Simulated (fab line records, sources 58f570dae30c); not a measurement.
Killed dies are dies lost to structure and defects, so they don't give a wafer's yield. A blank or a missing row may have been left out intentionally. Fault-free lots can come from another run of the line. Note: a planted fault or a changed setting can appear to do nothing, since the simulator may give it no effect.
Commonality check across tools | flow berkeley-cmos170 | Sampled: 14 lots, 48 wafers

REASON FOR OPENING
At UCB170_WELLDRIVE_THK_MEAS_02 the reading WELLDRIVE_OXIDE_THK is flagged on 2 of 14 lots. Fault-free wafers read 198 nm, with a standard deviation of 4.1.
Rule: a lot is flagged in two cases, either no wafer of it has a number, or all its wafers with numbers fall more than 4 standard deviations from that mean. The rest of the lots are taken to be sound.

lot  | measured    | on            | WELLDRIVE_OXIDE_THK (nm), wafer by wafer | flag
L734 | day 3 15:47 | film-metro-04 | 201 201 200                              |
L736 | day 4 11:31 | film-metro-04 | 197 197 194                              |
L737 | day 4 11:31 | film-metro-02 | 198 194 194                              |
L738 | day 4 23:07 | film-metro-01 | 193 195 194                              |
L739 | day 4 23:07 | film-metro-04 | 190 195 194                              |
L741 | day 5 10:53 | film-metro-01 | 198 193 197                              |
L743 | day 5 19:41 | film-metro-02 | 196 196 198                              |
L744 | day 5 19:43 | film-metro-01 | 193 195 194                              |
L746 | day 6 10:56 | film-metro-01 | 208 208 208                              |
L745 | day 6 10:57 | film-metro-02 | 204 202 206                              |
L747 | day 6 19:59 | film-metro-04 | 195 196 194                              |
L749 | day 7 04:44 | film-metro-01 | 144 143 141 144 144 141                  | FLAGGED
L750 | day 7 04:44 | film-metro-04 | 151 154 152 151 154 152                  | FLAGGED
L751 | day 7 14:29 | film-metro-04 | 199 197 198                              |
On average the flagged lots' numbers are 148 nm, which is -50 nm against the usual, or -12 standard deviations.

WHICH TOOL EACH LOT WENT THROUGH
2 process steps preceding the reading are held in the record, out of 331 steps in the route. Every cell lists first the tool, next ch and the chambers used by the sampled wafers, and last the start.
lot  | flag    | UCB170_NWELL_ETCH_13              | UCB170_WELLDRIVE_OXIDATION_01
L734 |         | rie-diel-02 ch 0,1,2, day 2 06:46 | furnace-01 ch 0, day 3 12:16
L736 |         | rie-diel-02 ch 0,2,3, day 3 00:59 | furnace-04 ch 0, day 4 08:01
L737 |         | rie-diel-01 ch 0,2,3, day 3 05:35 | furnace-04 ch 0, day 4 08:01
L738 |         | rie-diel-01 ch 1,3, day 3 13:20   | furnace-01 ch 0, day 4 19:37
L739 |         | rie-diel-02 ch 0,3, day 3 14:04   | furnace-01 ch 0, day 4 19:37
L741 |         | rie-diel-03 ch 0,1,2, day 3 22:22 | furnace-04 ch 0, day 5 07:20
L743 |         | rie-diel-01 ch 1,2, day 4 06:58   | furnace-04 ch 0, day 5 16:11
L744 |         | rie-diel-03 ch 0,3, day 4 12:02   | furnace-04 ch 0, day 5 16:11
L746 |         | rie-diel-01 ch 1,2, day 5 05:07   | furnace-01 ch 0, day 6 07:26
L745 |         | rie-diel-03 ch 0,1,2, day 5 04:53 | furnace-01 ch 0, day 6 07:26
L747 |         | rie-diel-03 ch 0,1,2, day 5 10:05 | furnace-04 ch 0, day 6 16:29
L749 | FLAGGED | rie-diel-02 ch 0,1,2, day 5 19:26 | furnace-01 ch 0, day 7 01:13
L750 | FLAGGED | rie-diel-03 ch 0,2,3, day 5 19:11 | furnace-01 ch 0, day 7 01:13
L751 |         | rie-diel-03 ch 0,2,3, day 6 03:16 | furnace-02 ch 0, day 7 10:59
These steps, and what they do:
- UCB170_NWELL_ETCH_13: etches Si3N4 in CH3F/Ar/O2, stops on SiO2, target depth 246.4 nm, time 154 s.
- UCB170_WELLDRIVE_OXIDATION_01: target thk 199 nm, ox time 9000 s.
- UCB170_WELLDRIVE_THK_MEAS_02

FLAGGED AGAINST TOTAL, ONE TOOL AT A TIME (gauges that did the reading follow at the end)
step                          | tool          | lots run | flagged | share of the flagged lots | sound lots run after its first flagged lot
UCB170_NWELL_ETCH_13          | rie-diel-01   | 4        | 0       | none                      | -
UCB170_NWELL_ETCH_13          | rie-diel-02   | 4        | 1       | some                      | 0
UCB170_NWELL_ETCH_13          | rie-diel-03   | 6        | 1       | some                      | 1 (L751)
UCB170_WELLDRIVE_OXIDATION_01 | furnace-01    | 7        | 2       | all                       | 0
UCB170_WELLDRIVE_OXIDATION_01 | furnace-02    | 1        | 0       | none                      | -
UCB170_WELLDRIVE_OXIDATION_01 | furnace-04    | 6        | 0       | none                      | -
UCB170_WELLDRIVE_THK_MEAS_02  | film-metro-01 | 5        | 1       | some                      | 0
UCB170_WELLDRIVE_THK_MEAS_02  | film-metro-02 | 3        | 0       | none                      | -
UCB170_WELLDRIVE_THK_MEAS_02  | film-metro-04 | 6        | 1       | some                      | 1 (L751)

WHAT IS ALLOWED BY THE TABLE
All flagged lots share 1 row of the table, namely furnace-01 at UCB170_WELLDRIVE_OXIDATION_01.
- furnace-01 at UCB170_WELLDRIVE_OXIDATION_01 ran 7 lots, 2 of them flagged. Its last sound lot is L745 (day 6 07:26), its first flagged lot L749 (day 7 01:13): a fault that began between those two fits. Its own readings lie more than 4 standard deviations out on every wafer of the flagged lots: spike-tc-centre-C, spike-tc-load-C, spike-tc-source-C, tube-center-temp-C, tube_center_temp_C_max.
Left over: one tool, furnace-01 at UCB170_WELLDRIVE_OXIDATION_01.

WHAT THE SIMULATOR HAD PUT IN
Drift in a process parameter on furnace-01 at UCB170_WELLDRIVE_OXIDATION_01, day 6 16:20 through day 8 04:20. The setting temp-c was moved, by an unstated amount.
Lots struck among those shown: L749, L750. Same finding as the rule above.
